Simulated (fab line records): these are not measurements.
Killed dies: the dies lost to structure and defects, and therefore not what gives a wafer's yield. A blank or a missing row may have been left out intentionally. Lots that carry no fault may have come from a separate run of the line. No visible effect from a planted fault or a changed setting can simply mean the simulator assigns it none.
fab line records :: flow rit-cmos :: part 2 of 2: steps 32 to 41 of 41
record
  lots=5
  wafers=15
  last-day=7
route steps=202 shown PLDD@120 SPACER@125 NSD@131 PSD@142 SDANNEAL@153 NLDD@160
lots that met no fault: taken from a fault-free run of the same line
start-h: start of the lot's first displayed wafer, in hours after the record's first day :: wait-h: time in hours since the lot's previous step :: " the same as in the row above :: L1.1+2: a row that stands for several wafers :: - no value present, or no start provided :: * or withheld: withheld :: < > ~ a bound
route shown NAME@n: a module of which the file shows steps, and the number in the route of the first :: usual: the fault-free wafers' mean and standard deviation :: same: alike in all rows :: chamber/n: place in a boat :: sites: per-site readings :: _std_site: standard deviation across them :: _edge_site: mean of outer sites minus mean of inner sites :: radius-mm: how far each site lies from the wafer's centre :: mask NAME#n: copy n :: behind: the last tool/chamber to shape the wafer :: hold: why the lot went on hold/how many hours it stayed there/how the hold came to an end :: device: transistor that didn't switch, given as n, p or np :: end of line: the same wafers' tests at the end of the route :: step lacking rows: just its recipe :: killed: dies lost to structure and defects at the first sort, not the wafer's yield :: map: the dies of a wafer, with x for killed, . for not killed, _ for no die there
set.NAME: setting as actually run; set.NAME@STEP: the setting as run at that earlier step :: model.NAME: the simulator's own value behind a step, which no gauge read
lots at selected steps of the route; one table per step, one row per wafer
services: a tool's chamber out of use, with start hour (start-h, from the record's first day; less than 0 if before it), hours out, and reason
## steps
# step RIT_PSD_STRIP_09
# recipe
  chemistry=O2
  time-s=180
  resist=NOVOLAK
  platen-temp-c=withheld
  power-w=500
  pressure-mtorr=4000
  o2-flow-sccm=4000
# usual
  chamber-pressure-mTorr=4000/3.6
  drypump-motor-current-A=6.0/0.3
lot.wafer: L078.3
tool: plasma-asher-02
chamber: 1
start-h: 70.07
wait-h: 0.1
chamber-pressure-mTorr: 4001
drypump-motor-current-A: 5.7
rf-hours-counter-h: -

lot.wafer: L078.5
tool: plasma-asher-02
chamber: 0
start-h: 70.07
wait-h: 0.1
chamber-pressure-mTorr: 4005
drypump-motor-current-A: 5.9
rf-hours-counter-h: -

lot.wafer: L078.6
tool: plasma-asher-02
chamber: 1
start-h: 70.07
wait-h: 0.1
chamber-pressure-mTorr: 4000
drypump-motor-current-A: 5.7
rf-hours-counter-h: -

lot.wafer: L087.2
tool: plasma-asher-03
chamber: 0
start-h: 120.86
wait-h: 0.1
chamber-pressure-mTorr: 3998
drypump-motor-current-A: 5.9
rf-hours-counter-h: 50

lot.wafer: L087.5
tool: plasma-asher-03
chamber: 0
start-h: 120.86
wait-h: 0.1
chamber-pressure-mTorr: 4005
drypump-motor-current-A: 5.9
rf-hours-counter-h: -

lot.wafer: L087.6
tool: plasma-asher-03
chamber: 1
start-h: 120.86
wait-h: 0.1
chamber-pressure-mTorr: 3996
drypump-motor-current-A: 6.3
rf-hours-counter-h: -

lot.wafer: L094.3
tool: plasma-asher-02
chamber: 1
start-h: 148.40
wait-h: 0.1
chamber-pressure-mTorr: 4006
drypump-motor-current-A: 5.7
rf-hours-counter-h: -

lot.wafer: L094.4
tool: plasma-asher-02
chamber: 0
start-h: 148.40
wait-h: 0.1
chamber-pressure-mTorr: 4006
drypump-motor-current-A: 6.0
rf-hours-counter-h: -

lot.wafer: L094.6
tool: plasma-asher-02
chamber: 0
start-h: 148.40
wait-h: 0.1
chamber-pressure-mTorr: 3995
drypump-motor-current-A: 6.0
rf-hours-counter-h: -

lot.wafer: L095.1
tool: plasma-asher-03
chamber: 0
start-h: 154.49
wait-h: 0.1
chamber-pressure-mTorr: 4002
drypump-motor-current-A: 5.9
rf-hours-counter-h: 54

lot.wafer: L095.4
tool: plasma-asher-03
chamber: 1
start-h: 154.49
wait-h: 0.1
chamber-pressure-mTorr: 4004
drypump-motor-current-A: 6.3
rf-hours-counter-h: -

lot.wafer: L095.6
tool: plasma-asher-03
chamber: 0
start-h: 154.49
wait-h: 0.1
chamber-pressure-mTorr: 3998
drypump-motor-current-A: 5.9
rf-hours-counter-h: -

lot.wafer: L097.2
tool: plasma-asher-03
chamber: 1
start-h: 164.13
wait-h: 0.1
chamber-pressure-mTorr: 3999
drypump-motor-current-A: 6.3
rf-hours-counter-h: 55

lot.wafer: L097.4
tool: plasma-asher-03
chamber: 0
start-h: 164.13
wait-h: 0.1
chamber-pressure-mTorr: 4002
drypump-motor-current-A: 5.9
rf-hours-counter-h: -

lot.wafer: L097.6
tool: plasma-asher-03
chamber: 1
start-h: 164.13
wait-h: 0.1
chamber-pressure-mTorr: 4008
drypump-motor-current-A: 6.3
rf-hours-counter-h: -
# step RIT_PSD_TW_MEAS_10
# usual
  PSD_TW=3401/32
lot.wafer: L078.3
tool: film-metro-03
chamber: -
start-h: 70.20
wait-h: 0.1
PSD_TW: 3428

lot.wafer: L078.5
tool: film-metro-03
chamber: -
start-h: 70.20
wait-h: 0.1
PSD_TW: 3427

lot.wafer: L078.6
tool: film-metro-03
chamber: -
start-h: 70.20
wait-h: 0.1
PSD_TW: 3422

lot.wafer: L087.2
tool: film-metro-02
chamber: -
start-h: 121.05
wait-h: 0.1
PSD_TW: 3420

lot.wafer: L087.5
tool: film-metro-02
chamber: -
start-h: 121.05
wait-h: 0.1
PSD_TW: 3405

lot.wafer: L087.6
tool: film-metro-02
chamber: -
start-h: 121.05
wait-h: 0.1
PSD_TW: 3407

lot.wafer: L094.3
tool: film-metro-01
chamber: -
start-h: 148.53
wait-h: 0.1
PSD_TW: 3369

lot.wafer: L094.4
tool: film-metro-01
chamber: -
start-h: 148.53
wait-h: 0.1
PSD_TW: 3377

lot.wafer: L094.6
tool: film-metro-01
chamber: -
start-h: 148.53
wait-h: 0.1
PSD_TW: 3371

lot.wafer: L095.1
tool: film-metro-02
chamber: -
start-h: 154.66
wait-h: 0.1
PSD_TW: 3418

lot.wafer: L095.4
tool: film-metro-02
chamber: -
start-h: 154.66
wait-h: 0.1
PSD_TW: 3412

lot.wafer: L095.6
tool: film-metro-02
chamber: -
start-h: 154.66
wait-h: 0.1
PSD_TW: 3410

lot.wafer: L097.2
tool: film-metro-03
chamber: -
start-h: 164.32
wait-h: 0.1
PSD_TW: 3395

lot.wafer: L097.4
tool: film-metro-03
chamber: -
start-h: 164.32
wait-h: 0.1
PSD_TW: 3414

lot.wafer: L097.6
tool: film-metro-03
chamber: -
start-h: 164.32
wait-h: 0.1
PSD_TW: 3409
# step RIT_SDANNEAL_CLEAN_00
# recipe
  chemistry=SC1
  mix=3:3:50
  time-s=600
  temp-c=75
# usual
  bath-guard-temp-C=74.8/0.55
  temp-c=74.98/0.12
lot.wafer: L078.3
tool: wet-bench-03
chamber: 2
start-h: 70.24
wait-h: 0.0
bath-guard-temp-C: 74.7
temp-c: 75.10

lot.wafer: L078.5
tool: wet-bench-03
chamber: 2
start-h: 70.24
wait-h: 0.0
bath-guard-temp-C: 74.9
temp-c: 75.10

lot.wafer: L078.6
tool: wet-bench-03
chamber: 2
start-h: 70.24
wait-h: 0.0
bath-guard-temp-C: 75.1
temp-c: 75.08

lot.wafer: L087.2
tool: wet-bench-02
chamber: 2
start-h: 121.10
wait-h: 0.0
bath-guard-temp-C: 75.2
temp-c: 75.14

lot.wafer: L087.5
tool: wet-bench-02
chamber: 2
start-h: 121.10
wait-h: 0.0
bath-guard-temp-C: 75.2
temp-c: 74.94

lot.wafer: L087.6
tool: wet-bench-02
chamber: 2
start-h: 121.10
wait-h: 0.0
bath-guard-temp-C: 75.2
temp-c: 74.93

lot.wafer: L094.3
tool: wet-bench-03
chamber: 0
start-h: 148.57
wait-h: 0.0
bath-guard-temp-C: 74.8
temp-c: 75.05

lot.wafer: L094.4
tool: wet-bench-03
chamber: 0
start-h: 148.57
wait-h: 0.0
bath-guard-temp-C: 75.2
temp-c: 74.98

lot.wafer: L094.6
tool: wet-bench-03
chamber: 0
start-h: 148.57
wait-h: 0.0
bath-guard-temp-C: 74.8
temp-c: 74.91

lot.wafer: L095.1
tool: wet-bench-02
chamber: 3
start-h: 154.72
wait-h: 0.1
bath-guard-temp-C: 74.1
temp-c: 74.66

lot.wafer: L095.4
tool: wet-bench-02
chamber: 3
start-h: 154.72
wait-h: 0.1
bath-guard-temp-C: 74.1
temp-c: 74.87

lot.wafer: L095.6
tool: wet-bench-02
chamber: 3
start-h: 154.72
wait-h: 0.1
bath-guard-temp-C: 74.5
temp-c: 74.85

lot.wafer: L097.2
tool: wet-bench-02
chamber: 2
start-h: 164.37
wait-h: 0.0
bath-guard-temp-C: 75.5
temp-c: 74.82

lot.wafer: L097.4
tool: wet-bench-02
chamber: 2
start-h: 164.37
wait-h: 0.0
bath-guard-temp-C: 75.2
temp-c: 75.06

lot.wafer: L097.6
tool: wet-bench-02
chamber: 2
start-h: 164.37
wait-h: 0.0
bath-guard-temp-C: 75.5
temp-c: 74.99
# step RIT_SDANNEAL_CLEAN_01
# recipe
  chemistry=dHF
  dilution=50:1
  time-s=30
lot.wafer: L078.3+5+6
tool: wet-bench-02
chamber: 1
start-h: 70.42
wait-h: 0.0

lot.wafer: L087.2+5+6
tool: wet-bench-01
chamber: 1
start-h: 121.27
wait-h: 0.0

lot.wafer: L094.3+4+6
tool: wet-bench-02
chamber: 1
start-h: 148.75
wait-h: 0.0

lot.wafer: L095.1+4+6
tool: wet-bench-03
chamber: 0
start-h: 154.90
wait-h: 0.0

lot.wafer: L097.2+4+6
tool: wet-bench-03
chamber: 2
start-h: 164.54
wait-h: 0.0
# step RIT_SDANNEAL_CLEAN_02
# recipe
  chemistry=SC2
  mix=3:3:50
  time-s=600
  temp-c=75
  dry=n2-spin
# usual
  bath-guard-temp-C=75.0/0.59
  temp-c=74.98/0.12
lot.wafer: L078.3
tool: wet-bench-03
chamber: 1
start-h: 70.44
wait-h: 0.0
bath-guard-temp-C: 75.4
temp-c: 74.95

lot.wafer: L078.5
tool: wet-bench-03
chamber: 1
start-h: 70.44
wait-h: 0.0
bath-guard-temp-C: 75.4
temp-c: 74.88

lot.wafer: L078.6
tool: wet-bench-03
chamber: 1
start-h: 70.44
wait-h: 0.0
bath-guard-temp-C: 75.6
temp-c: 74.75

lot.wafer: L087.2
tool: wet-bench-02
chamber: 0
start-h: 121.29
wait-h: 0.0
bath-guard-temp-C: 74.5
temp-c: 74.85

lot.wafer: L087.5
tool: wet-bench-02
chamber: 0
start-h: 121.29
wait-h: 0.0
bath-guard-temp-C: 74.5
temp-c: 74.89

lot.wafer: L087.6
tool: wet-bench-02
chamber: 0
start-h: 121.29
wait-h: 0.0
bath-guard-temp-C: 74.5
temp-c: 74.94

lot.wafer: L094.3
tool: wet-bench-03
chamber: 1
start-h: 148.76
wait-h: 0.0
bath-guard-temp-C: 75.5
temp-c: 74.95

lot.wafer: L094.4
tool: wet-bench-03
chamber: 1
start-h: 148.76
wait-h: 0.0
bath-guard-temp-C: 75.8
temp-c: 75.09

lot.wafer: L094.6
tool: wet-bench-03
chamber: 1
start-h: 148.76
wait-h: 0.0
bath-guard-temp-C: 75.5
temp-c: 75.12

lot.wafer: L095.1
tool: wet-bench-01
chamber: 1
start-h: 154.91
wait-h: 0.0
bath-guard-temp-C: 75.7
temp-c: 75.07

lot.wafer: L095.4
tool: wet-bench-01
chamber: 1
start-h: 154.91
wait-h: 0.0
bath-guard-temp-C: 75.6
temp-c: 74.97

lot.wafer: L095.6
tool: wet-bench-01
chamber: 1
start-h: 154.91
wait-h: 0.0
bath-guard-temp-C: 75.3
temp-c: 74.90

lot.wafer: L097.2
tool: wet-bench-01
chamber: 3
start-h: 164.56
wait-h: 0.0
bath-guard-temp-C: 76.1
temp-c: 74.98

lot.wafer: L097.4
tool: wet-bench-01
chamber: 3
start-h: 164.56
wait-h: 0.0
bath-guard-temp-C: 75.5
temp-c: 75.03

lot.wafer: L097.6
tool: wet-bench-01
chamber: 3
start-h: 164.56
wait-h: 0.0
bath-guard-temp-C: 76.1
temp-c: 74.94
# step RIT_SDANNEAL_RTA_03
# recipe
  temp-c=1050
  time-s=5
  idle-temp-c=600
  ramp-up-c-per-s=342
  ramp-down-c-per-s=171
  cool-to-c=600
  ambient=N2
# usual
  wafer_temp_C_max=1053.7/1.2
lot.wafer: L078.3
tool: rtp-anneal-01
chamber: 0
start-h: 70.63
wait-h: 0.0
wafer_temp_C_max: 1053.7

lot.wafer: L078.5
tool: rtp-anneal-01
chamber: 0
start-h: 70.63
wait-h: 0.0
wafer_temp_C_max: 1053.3

lot.wafer: L078.6
tool: rtp-anneal-01
chamber: 0
start-h: 70.63
wait-h: 0.0
wafer_temp_C_max: 1053.7

lot.wafer: L087.2
tool: rtp-anneal-01
chamber: 0
start-h: 121.47
wait-h: 0.0
wafer_temp_C_max: 1053.4

lot.wafer: L087.5
tool: rtp-anneal-01
chamber: 0
start-h: 121.47
wait-h: 0.0
wafer_temp_C_max: 1054.7

lot.wafer: L087.6
tool: rtp-anneal-01
chamber: 0
start-h: 121.47
wait-h: 0.0
wafer_temp_C_max: 1055.7

lot.wafer: L094.3
tool: rtp-anneal-01
chamber: 0
start-h: 148.96
wait-h: 0.0
wafer_temp_C_max: 1053.7

lot.wafer: L094.4
tool: rtp-anneal-01
chamber: 0
start-h: 148.96
wait-h: 0.0
wafer_temp_C_max: 1052.6

lot.wafer: L094.6
tool: rtp-anneal-01
chamber: 0
start-h: 148.96
wait-h: 0.0
wafer_temp_C_max: 1054.7

lot.wafer: L095.1
tool: rtp-anneal-02
chamber: 0
start-h: 155.09
wait-h: 0.0
wafer_temp_C_max: 1052.1

lot.wafer: L095.4
tool: rtp-anneal-02
chamber: 0
start-h: 155.09
wait-h: 0.0
wafer_temp_C_max: 1054.8

lot.wafer: L095.6
tool: rtp-anneal-02
chamber: 0
start-h: 155.09
wait-h: 0.0
wafer_temp_C_max: 1053.9

lot.wafer: L097.2
tool: rtp-anneal-02
chamber: 0
start-h: 164.76
wait-h: 0.0
wafer_temp_C_max: 1054.8

lot.wafer: L097.4
tool: rtp-anneal-02
chamber: 0
start-h: 164.76
wait-h: 0.0
wafer_temp_C_max: 1054.1

lot.wafer: L097.6
tool: rtp-anneal-02
chamber: 0
start-h: 164.76
wait-h: 0.0
wafer_temp_C_max: 1052.8
# step RIT_SDANNEAL_RS_MEAS_04
# recipe
  thk-meas-gauge=four-point-probe
# usual
  PSD_RS=115.94/0.28
lot.wafer: L078.3
tool: film-metro-01
chamber: -
start-h: 70.71
wait-h: 0.1
PSD_RS[ohm/sq]: 116.23

lot.wafer: L078.5
tool: film-metro-01
chamber: -
start-h: 70.71
wait-h: 0.1
PSD_RS[ohm/sq]: 115.90

lot.wafer: L078.6
tool: film-metro-01
chamber: -
start-h: 70.71
wait-h: 0.1
PSD_RS[ohm/sq]: 116.22

lot.wafer: L087.2
tool: film-metro-02
chamber: -
start-h: 121.54
wait-h: 0.1
PSD_RS[ohm/sq]: 115.96

lot.wafer: L087.5
tool: film-metro-02
chamber: -
start-h: 121.54
wait-h: 0.1
PSD_RS[ohm/sq]: 115.89

lot.wafer: L087.6
tool: film-metro-02
chamber: -
start-h: 121.54
wait-h: 0.1
PSD_RS[ohm/sq]: 116.26

lot.wafer: L094.3
tool: film-metro-02
chamber: -
start-h: 149.04
wait-h: 0.1
PSD_RS[ohm/sq]: 115.74

lot.wafer: L094.4
tool: film-metro-02
chamber: -
start-h: 149.04
wait-h: 0.1
PSD_RS[ohm/sq]: 115.84

lot.wafer: L094.6
tool: film-metro-02
chamber: -
start-h: 149.04
wait-h: 0.1
PSD_RS[ohm/sq]: 116.13

lot.wafer: L095.1
tool: film-metro-02
chamber: -
start-h: 155.15
wait-h: 0.0
PSD_RS[ohm/sq]: 115.57

lot.wafer: L095.4
tool: film-metro-02
chamber: -
start-h: 155.15
wait-h: 0.0
PSD_RS[ohm/sq]: 115.94

lot.wafer: L095.6
tool: film-metro-02
chamber: -
start-h: 155.15
wait-h: 0.0
PSD_RS[ohm/sq]: 115.81

lot.wafer: L097.2
tool: film-metro-02
chamber: -
start-h: 164.83
wait-h: 0.1
PSD_RS[ohm/sq]: 115.93

lot.wafer: L097.4
tool: film-metro-02
chamber: -
start-h: 164.83
wait-h: 0.1
PSD_RS[ohm/sq]: 116.03

lot.wafer: L097.6
tool: film-metro-02
chamber: -
start-h: 164.83
wait-h: 0.1
PSD_RS[ohm/sq]: 115.68
# step RIT_SDANNEAL_RS_MEAS_05
# recipe
  thk-meas-gauge=four-point-probe
# usual
  NSD_RS=84.51/0.27
lot.wafer: L078.3
tool: film-metro-01
chamber: -
start-h: 70.83
wait-h: 0.1
NSD_RS[ohm/sq]: 84.57

lot.wafer: L078.5
tool: film-metro-01
chamber: -
start-h: 70.83
wait-h: 0.1
NSD_RS[ohm/sq]: 84.58

lot.wafer: L078.6
tool: film-metro-01
chamber: -
start-h: 70.83
wait-h: 0.1
NSD_RS[ohm/sq]: 84.23

lot.wafer: L087.2
tool: film-metro-02
chamber: -
start-h: 121.66
wait-h: 0.1
NSD_RS[ohm/sq]: 84.42

lot.wafer: L087.5
tool: film-metro-02
chamber: -
start-h: 121.66
wait-h: 0.1
NSD_RS[ohm/sq]: 84.88

lot.wafer: L087.6
tool: film-metro-02
chamber: -
start-h: 121.66
wait-h: 0.1
NSD_RS[ohm/sq]: 84.78

lot.wafer: L094.3
tool: film-metro-02
chamber: -
start-h: 149.16
wait-h: 0.1
NSD_RS[ohm/sq]: 84.75

lot.wafer: L094.4
tool: film-metro-02
chamber: -
start-h: 149.16
wait-h: 0.1
NSD_RS[ohm/sq]: 84.88

lot.wafer: L094.6
tool: film-metro-02
chamber: -
start-h: 149.16
wait-h: 0.1
NSD_RS[ohm/sq]: 84.80

lot.wafer: L095.1
tool: film-metro-02
chamber: -
start-h: 155.27
wait-h: 0.1
NSD_RS[ohm/sq]: 84.00

lot.wafer: L095.4
tool: film-metro-02
chamber: -
start-h: 155.27
wait-h: 0.1
NSD_RS[ohm/sq]: 84.19

lot.wafer: L095.6
tool: film-metro-02
chamber: -
start-h: 155.27
wait-h: 0.1
NSD_RS[ohm/sq]: 84.36

lot.wafer: L097.2
tool: film-metro-02
chamber: -
start-h: 164.95
wait-h: 0.1
NSD_RS[ohm/sq]: 84.76

lot.wafer: L097.4
tool: film-metro-02
chamber: -
start-h: 164.95
wait-h: 0.1
NSD_RS[ohm/sq]: 85.03

lot.wafer: L097.6
tool: film-metro-02
chamber: -
start-h: 164.95
wait-h: 0.1
NSD_RS[ohm/sq]: 84.66
# step RIT_SDANNEAL_RS_MEAS_06
# recipe
  thk-meas-gauge=four-point-probe
# usual
  PLDD_RS=178.6/0.39
lot.wafer: L078.3
tool: film-metro-01
chamber: -
start-h: 70.95
wait-h: 0.1
PLDD_RS[ohm/sq]: 178.8

lot.wafer: L078.5
tool: film-metro-01
chamber: -
start-h: 70.95
wait-h: 0.1
PLDD_RS[ohm/sq]: 178.8

lot.wafer: L078.6
tool: film-metro-01
chamber: -
start-h: 70.95
wait-h: 0.1
PLDD_RS[ohm/sq]: 179.1

lot.wafer: L087.2
tool: film-metro-02
chamber: -
start-h: 121.78
wait-h: 0.1
PLDD_RS[ohm/sq]: 178.9

lot.wafer: L087.5
tool: film-metro-02
chamber: -
start-h: 121.78
wait-h: 0.1
PLDD_RS[ohm/sq]: 178.7

lot.wafer: L087.6
tool: film-metro-02
chamber: -
start-h: 121.78
wait-h: 0.1
PLDD_RS[ohm/sq]: 179.3

lot.wafer: L094.3
tool: film-metro-02
chamber: -
start-h: 149.28
wait-h: 0.1
PLDD_RS[ohm/sq]: 178.1

lot.wafer: L094.4
tool: film-metro-02
chamber: -
start-h: 149.28
wait-h: 0.1
PLDD_RS[ohm/sq]: 179.0

lot.wafer: L094.6
tool: film-metro-02
chamber: -
start-h: 149.28
wait-h: 0.1
PLDD_RS[ohm/sq]: 178.7

lot.wafer: L095.1
tool: film-metro-02
chamber: -
start-h: 155.39
wait-h: 0.1
PLDD_RS[ohm/sq]: 178.9

lot.wafer: L095.4
tool: film-metro-02
chamber: -
start-h: 155.39
wait-h: 0.1
PLDD_RS[ohm/sq]: 179.2

lot.wafer: L095.6
tool: film-metro-02
chamber: -
start-h: 155.39
wait-h: 0.1
PLDD_RS[ohm/sq]: 178.6

lot.wafer: L097.2
tool: film-metro-02
chamber: -
start-h: 165.07
wait-h: 0.1
PLDD_RS[ohm/sq]: 178.3

lot.wafer: L097.4
tool: film-metro-02
chamber: -
start-h: 165.07
wait-h: 0.1
PLDD_RS[ohm/sq]: 178.3

lot.wafer: L097.6
tool: film-metro-02
chamber: -
start-h: 165.07
wait-h: 0.1
PLDD_RS[ohm/sq]: 178.7
# step RIT_SDANNEAL_RS_MEAS_07
# recipe
  thk-meas-gauge=four-point-probe
# usual
  NLDD_RS=151.7/0.41
lot.wafer: L078.3
tool: film-metro-01
chamber: -
start-h: 71.07
wait-h: 0.1
NLDD_RS[ohm/sq]: 152.0

lot.wafer: L078.5
tool: film-metro-01
chamber: -
start-h: 71.07
wait-h: 0.1
NLDD_RS[ohm/sq]: 151.3

lot.wafer: L078.6
tool: film-metro-01
chamber: -
start-h: 71.07
wait-h: 0.1
NLDD_RS[ohm/sq]: 151.1

lot.wafer: L087.2
tool: film-metro-02
chamber: -
start-h: 121.90
wait-h: 0.1
NLDD_RS[ohm/sq]: 151.9

lot.wafer: L087.5
tool: film-metro-02
chamber: -
start-h: 121.90
wait-h: 0.1
NLDD_RS[ohm/sq]: 151.8

lot.wafer: L087.6
tool: film-metro-02
chamber: -
start-h: 121.90
wait-h: 0.1
NLDD_RS[ohm/sq]: 152.3

lot.wafer: L094.3
tool: film-metro-02
chamber: -
start-h: 149.40
wait-h: 0.1
NLDD_RS[ohm/sq]: 151.0

lot.wafer: L094.4
tool: film-metro-02
chamber: -
start-h: 149.40
wait-h: 0.1
NLDD_RS[ohm/sq]: 151.8

lot.wafer: L094.6
tool: film-metro-02
chamber: -
start-h: 149.40
wait-h: 0.1
NLDD_RS[ohm/sq]: 150.8

lot.wafer: L095.1
tool: film-metro-02
chamber: -
start-h: 155.51
wait-h: 0.1
NLDD_RS[ohm/sq]: 151.1

lot.wafer: L095.4
tool: film-metro-02
chamber: -
start-h: 155.51
wait-h: 0.1
NLDD_RS[ohm/sq]: 151.4

lot.wafer: L095.6
tool: film-metro-02
chamber: -
start-h: 155.51
wait-h: 0.1
NLDD_RS[ohm/sq]: 150.9

lot.wafer: L097.2
tool: film-metro-02
chamber: -
start-h: 165.19
wait-h: 0.1
NLDD_RS[ohm/sq]: 152.0

lot.wafer: L097.4
tool: film-metro-02
chamber: -
start-h: 165.19
wait-h: 0.1
NLDD_RS[ohm/sq]: 151.5

lot.wafer: L097.6
tool: film-metro-02
chamber: -
start-h: 165.19
wait-h: 0.1
NLDD_RS[ohm/sq]: 152.0
## services
tool: wet-bench-03
chamber: -
start-h: 44.06
hours: 2.1
kind: repair

tool: plasma-asher-03
chamber: -
start-h: 45.70
hours: 3.9
kind: repair

tool: implanter-04
chamber: -
start-h: 54.61
hours: 3.2
kind: pm

tool: lpcvd-02
chamber: -
start-h: 58.56
hours: 14.6
kind: pm

tool: rie-diel-03
chamber: 1
start-h: 59.09
hours: 4.2
kind: repair

tool: rie-diel-03
chamber: 2
start-h: 61.72
hours: 3.1
kind: repair

tool: iline-stepper-02
chamber: -
start-h: 66.55
hours: 1.7
kind: pm

tool: plasma-asher-04
chamber: -
start-h: 67.36
hours: 4.3
kind: pm

tool: wet-bench-01
chamber: -
start-h: 69.82
hours: 7.1
kind: repair

tool: rie-diel-04
chamber: 2
start-h: 78.25
hours: 10.4
kind: repair

tool: plasma-asher-01
chamber: -
start-h: 86.36
hours: 44.0
kind: repair

tool: rie-diel-03
chamber: 0
start-h: 107.41
hours: -
kind: clean

tool: implanter-04
chamber: -
start-h: 112.19
hours: 1.7
kind: repair

tool: rie-diel-01
chamber: -
start-h: 120.40
hours: 0.3
kind: repair

tool: iline-stepper-01
chamber: 0
start-h: 121.04
hours: -
kind: calibration

tool: rie-diel-01
chamber: 3
start-h: 127.01
hours: 20.2
kind: repair

tool: plasma-asher-01
chamber: -
start-h: 130.40
hours: 9.0
kind: pm

tool: plasma-asher-01
chamber: 0
start-h: 130.40
hours: 9.0
kind: vent-cycle

tool: plasma-asher-01
chamber: 1
start-h: 130.40
hours: 9.0
kind: vent-cycle

tool: litho-track-02
chamber: -
start-h: 131.90
hours: -
kind: consumable-replace:filter

tool: rie-diel-01
chamber: 0
start-h: 133.54
hours: 6.1
kind: repair

tool: plasma-asher-01
chamber: 0
start-h: 139.40
hours: -
kind: clean

tool: plasma-asher-01
chamber: 1
start-h: 139.40
hours: -
kind: clean

tool: plasma-asher-03
chamber: -
start-h: 142.21
hours: 2.9
kind: repair
